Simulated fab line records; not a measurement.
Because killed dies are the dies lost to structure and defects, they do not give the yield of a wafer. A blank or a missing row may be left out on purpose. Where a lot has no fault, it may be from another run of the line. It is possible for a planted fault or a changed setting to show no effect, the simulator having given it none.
Problem report, 8D (eight disciplines) form, completed by code -- flow rit_cmos -- the parts of the form that need people (team, actions taken, sign-off) are left out

== 1. THE ISSUE ==
Mean SPACER_NITRIDE_THK at RIT_SPACER_THK_MEAS_04: 204.8 nm over 6 wafers in 2 lots; fault-free wafers: 249.9 nm, standard deviation 2.2. That puts it -20 standard deviations away from the usual mean.
Earliest sighting: wafer L964.1 on film_metro-01 at day 6 23:31. The record holds 42 wafers of 14 lots with a number at this step. By rule, "out" or "out of limits" means more than 4 standard deviations away from the usual mean. Any other wafer with a number is counted as sound.

== 2. WHAT IT IS, AND WHAT IT ISN'T ==
question,is,is not
which readings at this step,SPACER_NITRIDE_THK,-
which lots,"L964, L966","L945, L946, L947, L948, L949, L950, L951, L954, L955, L956, L958, L967"
which wafers of those lots,all that have a number,-
read on which gauges,"film_metro-01, film_metro-04",film_metro-03
when,from day 6 23:31,up to then (33 sound wafers); but 3 sound wafers of L967 came after

== 3. WHAT RULES OUT EACH SUSPECT ==
Counting: any tool at a process step up to the reading is kept as a suspect provided that every lot that is out went through it and no sound lot did after the first of them.
- ruled out: the gauge at RIT_SPACER_THK_MEAS_04. 2 gauges (film_metro-01, film_metro-04) read the wafers that are out.
- lpcvd-02 at RIT_SPACER_CVD_03 (deposits Si3N4 from SiH2Cl2/NH3, target thk 250 nm, time 3300 s): kept. It ran every lot that is out, first L964 (day 6 21:35), and no sound lot after that; its last sound lot up to then is L958 (day 5 14:41). Out on those wafers are its own readings of pressure_mtorr.
Left after counting: lpcvd-02 at RIT_SPACER_CVD_03.

== 4. THE CAUSE (what the simulator had put in) ==
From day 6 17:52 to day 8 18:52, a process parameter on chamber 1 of lpcvd-02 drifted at RIT_SPACER_CVD_03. From 300, the setting pressure_mtorr moved by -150. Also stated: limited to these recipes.
After counting, this tool was the only one left.

== 5. SEQUENCE OF EFFECTS, ordered by route ==
Each row: a reading where the mean over the struck wafers with a number is more than 3 standard deviations away from the usual. Readings are gone through only where the record gives a usual standard deviation; hours: the median, over the lots, of the time from a lot's start at the first step in this table giving one to that lot's start at this step; sigmas: the change measured in usual standard deviations.
hours,step,reading,usual,on struck wafers,change,sigmas
0,RIT_SPACER_CVD_03,pressure_mtorr,300.2 mTorr,150.6,-149.6,-99 or more
2,RIT_SPACER_THK_MEAS_04,SPACER_NITRIDE_THK,249.9 nm,204.8,-45.1,-20
2,RIT_SPACER_ETCHBACK_05,oes_product_au,0.840 a.u.,0.730,-0.110,-8.4
Here are the process steps it includes:
- RIT_SPACER_CVD_03: deposits Si3N4 from SiH2Cl2/NH3, target thk 250 nm, time 3300 s.
- RIT_SPACER_ETCHBACK_05: etches Si3N4 in SF6/CHF3, stops on SiO2, target depth 250 nm, time 240 s.

== 6. WHAT WOULD HAVE CAUGHT IT SOONER ==
Counted from the fault's start at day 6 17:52, it took 6 hours until the first out-of-limits reading at a measuring or inspecting step in this record, taken at day 6 23:31.
Tool's own readings at RIT_SPACER_CVD_03, pressure_mtorr: out on all struck wafers the step has rows for; an alarm limit on them would have tripped on the first.
Of the lots that are out (2), L966 began RIT_SPACER_CVD_03 on lpcvd-02 after day 6 23:31. A hold on the tool at that time would have spared it.
